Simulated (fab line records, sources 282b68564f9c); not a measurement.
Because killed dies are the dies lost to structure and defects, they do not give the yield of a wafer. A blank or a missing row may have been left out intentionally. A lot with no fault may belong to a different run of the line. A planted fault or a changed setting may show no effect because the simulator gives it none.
A struck lot beside a sound one :: flow rit_cmos :: 45 out of 202 route steps
Sound: these wafers, L456.1, L456.3, L456.5. Wafers struck: L467.4, L467.5, L467.6. The cause is given at the end.
Order at every step that has rows: each side's tool, ch and its chambers, its first start. Under that, the readings that differ: sound wafers :: struck wafers :: difference of the means :: sigmas: that difference in standard deviations of wafers without a fault.
alike: same words and numbers on both sides, and readings whose means sit less than 2 such deviations apart. not compared: any withheld reading, any reading some wafer has no value for, any bound like >300 that may hide the same value, and any number with overlapping values for which the record gives no deviation.
Wherever a step has rows on one side only, a row that says differs or no value, or a row with sigmas, the two part there. When numbers do not overlap yet have no deviation, they are printed without sigmas and do not part them. A reading missing from all wafers of one side parts the sides only when that side holds two or more wafers.

first, 1 step without rows for these wafers: RIT_ACTIVE_HARDBAKE_12 (time 60 s).
RIT_ACTIVE_ETCH_13: etches Si3N4 in SF6, stops on SiO2, time 210 s, target depth 210 nm.
  sound on rie_diel-03 ch 0,2,3, day 2 20:48; struck on rie_diel-03 ch 1,2,3, day 5 03:43
  alike: drypump_motor_current_A, oes_product_au, throttle_valve_pct
  not compared: rf_hours_counter_h
RIT_ACTIVE_STRIP_14: strips in O2, time 180 s.
  sound on plasma_asher-01 ch 0,1, day 2 20:56; struck on plasma_asher-01 ch 0,1, day 5 03:54
  alike: drypump_motor_current_A, rf_refl_power_W
  not compared: rf_hours_counter_h
RIT_ACTIVE_CD_MEAS_90: the cd target is 1400 nm.
  struck on cd_sem-02, day 5 04:05; sound on cd_sem-02, day 2 21:07
  alike: cd_nm
then, 4 steps without rows for these wafers: RIT_ACTIVE_CLEAN_15 (cleans in SC1, time 600 s); RIT_ACTIVE_CLEAN_16 (cleans in dHF, time 30 s); RIT_ACTIVE_CLEAN_17 (cleans in SC2, time 600 s); RIT_FOX1_OXIDATION_00 (target thk 350.7 nm, ox time 1130 s).
RIT_FOX1_THK_MEAS_01:
  struck on film_metro-02, day 5 06:02; sound on film_metro-04, day 2 22:55
  alike: FOX1_OXIDE_THK
then, 2 steps without rows for these wafers: RIT_FOX1_WET_ETCH_02 (etches SiO2 in BOE, target depth 350 nm, time 390 s); RIT_FOX2_OXIDATION_00 (target thk 350.7 nm, ox time 1130 s).
RIT_FOX2_THK_MEAS_01:
  struck on film_metro-01, day 5 07:32; sound on film_metro-02, day 3 00:24
  alike: FOX2_OXIDE_THK
RIT_FOX2_CLEAN_02: cleans in dHF, time 180 s.
  sound on wet_bench-04 ch 2, day 3 00:28; struck on wet_bench-04 ch 1, day 5 07:34
reading: run_length_s (s)
sound: 206 206 206
struck: 928 928 928
difference: +722
sigmas: +99 or more

reading: model.SiO2_of_FOX2_OXIDATION_00.thk_nm (nm)
sound: 337 334.8 328.1
struck: 275.2 276.8 271.8
difference: -58.7
sigmas: 
then, 1 step without rows for these wafers: RIT_FOX2_WET_ETCH_03 (etches Si3N4 in H3PO4, target depth 195 nm, time 2700 s).
RIT_FOX2_THK_MEAS_90:
  struck on film_metro-02, day 5 08:25; sound on film_metro-03, day 3 01:21
reading: FIELD_OXIDE_LEFT_1_THK (nm)
sound: 327 324 317
struck: 265 266 261
difference: -59
sigmas: -9
then, 6 steps without rows for these wafers: RIT_NWELL_HMDS_00 (prime time 60 s); RIT_NWELL_COAT_01 (resist thk 1300 nm); RIT_NWELL_SOFTBAKE_02 (time 60 s); RIT_NWELL_EXPOSE_03 (exposes mask M2, target cd 43900 nm); RIT_NWELL_PEB_04; RIT_NWELL_DEVELOP_05 (develop time 68 s).
RIT_NWELL_OVL_MEAS_06:
  struck on overlay-01, day 5 09:28; sound on overlay-01, day 3 02:17
  alike: NWELL_OVL
then, 2 steps without rows for these wafers: RIT_NWELL_HARDBAKE_07 (time 120 s); RIT_NWELL_IMPLANT_08.
RIT_NWELL_STRIP_09: strips in O2, time 180 s.
  sound on plasma_asher-03 ch 0,1, day 3 02:43; struck on plasma_asher-03 ch 0,1, day 5 09:56
  alike: drypump_motor_current_A, rf_refl_power_W
  not compared: rf_hours_counter_h
RIT_NWELL_TW_MEAS_10:
  struck on film_metro-04, day 5 10:05; sound on film_metro-04, day 3 02:54
  alike: NWELL_TW
then, 6 steps without rows for these wafers: RIT_PWELL_HMDS_00 (prime time 60 s); RIT_PWELL_COAT_01 (resist thk 1300 nm); RIT_PWELL_SOFTBAKE_02 (time 60 s); RIT_PWELL_EXPOSE_03 (exposes mask M3, target cd 43700 nm); RIT_PWELL_PEB_04; RIT_PWELL_DEVELOP_05 (develop time 68 s).
RIT_PWELL_OVL_MEAS_06:
  struck on overlay-02, day 5 11:01; sound on overlay-02, day 3 03:50
  alike: PWELL_OVL
then, 2 steps without rows for these wafers: RIT_PWELL_HARDBAKE_07 (time 120 s); RIT_PWELL_IMPLANT_08.
RIT_PWELL_STRIP_09: strips in O2, time 180 s.
  sound on plasma_asher-04 ch 1, day 3 04:25; struck on plasma_asher-04 ch 0,1, day 5 11:29
  alike: drypump_motor_current_A, rf_refl_power_W
  not compared: rf_hours_counter_h
RIT_PWELL_TW_MEAS_10:
  struck on film_metro-03, day 5 11:38; sound on film_metro-04, day 3 04:36
reading: PWELL_TW
sound: 958 957 955
struck: 944 945 944
difference: -12
sigmas: -2
then, 1 step without rows for these wafers: RIT_WELLDRIVE_ANNEAL_00 (time 14700 s).
RIT_WELLDRIVE_RS_MEAS_01: measurement is done with a four-point probe.
  struck on film_metro-03, day 5 16:49; sound on film_metro-03, day 3 10:16
  alike: NWELL_RS
RIT_WELLDRIVE_RS_MEAS_02: measurement is done with a four-point probe.
  struck on film_metro-03, day 5 16:56; sound on film_metro-03, day 3 10:23
  alike: PWELL_RS
then, 2 steps without rows for these wafers: RIT_NRETRO_HMDS_00 (prime time 60 s); RIT_NRETRO_COAT_01 (resist thk 1300 nm).
RIT_FOX2_THK_MEAS_91:
  struck on film_metro-01, day 5 20:47; sound on film_metro-02, day 3 14:05
reading: FIELD_OXIDE_LEFT_2_THK (nm)
sound: 259 256 249
struck: 197 198 193
difference: -59
sigmas: -9
RIT_SILICIDE_WET_ETCH_00: etches SiO2 in BOE, target depth 14 nm, time 15 s.
  sound on wet_bench-02 ch 3, day 4 08:14; struck on wet_bench-01 ch 3, day 6 15:01
reading: model.SiO2_of_FOX2_OXIDATION_00.thk_nm (nm)
sound: 156.5 151.8 145.5
struck: 92.61 94.54 89.01
difference: -59.21
sigmas: 
RIT_M1_PROBE_99:
  struck on prober-01, day 6 22:04; sound on prober-01, day 4 16:01
reading: model.etest.pwell.rs_ohm_sq
sound: 418.5 416 414.4
struck: 401.9 407.9 405.2
difference: -11.3
sigmas: 

reading: model.etest.field_n.vt_v (V)
sound: 35.28 34.95 34.03
struck: 26.5 26.63 26.02
difference: -8.4
sigmas: 

reading: model.etest.field_p_metal.vt_v (V)
sound: -29.85 -29.59 -30.56
struck: -34.38 -35.17 -35.75
difference: -5.10
sigmas: 

reading: model.etest.poly_comb_over_steps.leak_log10_a_um
sound: -12.69 -12.71 -12.76
struck: -8.521 -10.46 -7.945
difference: +3.745
sigmas: 

reading: model.etest.iso_nwell_nwell.bv_v (V)
sound: 22.21 22.06 21.93
struck: 21.25 20.97 21.04
difference: -0.98
sigmas: 

reading: model.etest.iso_pplus_pwell.lateral_log10_a_um
sound: -9.29 -9.274 -9.3
struck: -9.335 -9.373 -9.372
difference: -0.072
sigmas: 

reading: model.etest.pmos_narrow.vt_v (V)
sound: -0.4834 -0.4906 -0.4889
struck: -0.4974 -0.5101 -0.4948
difference: -0.0131
sigmas: 
  alike: killed_at_front_end, killed_dies, killed_open, killed_short
  not compared: model.etest.diode_pplus_comb.cj_ff_um2

WHERE THEY PART
First at RIT_FOX2_CLEAN_02; last, within this record, at RIT_FOX2_THK_MEAS_91. Later steps at which nothing parts them and some readings are alike: RIT_M1_PROBE_99.

WHY: what had been put in by the simulator
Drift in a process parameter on wet_bench-04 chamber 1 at RIT_FOX2_CLEAN_02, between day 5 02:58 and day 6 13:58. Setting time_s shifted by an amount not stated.
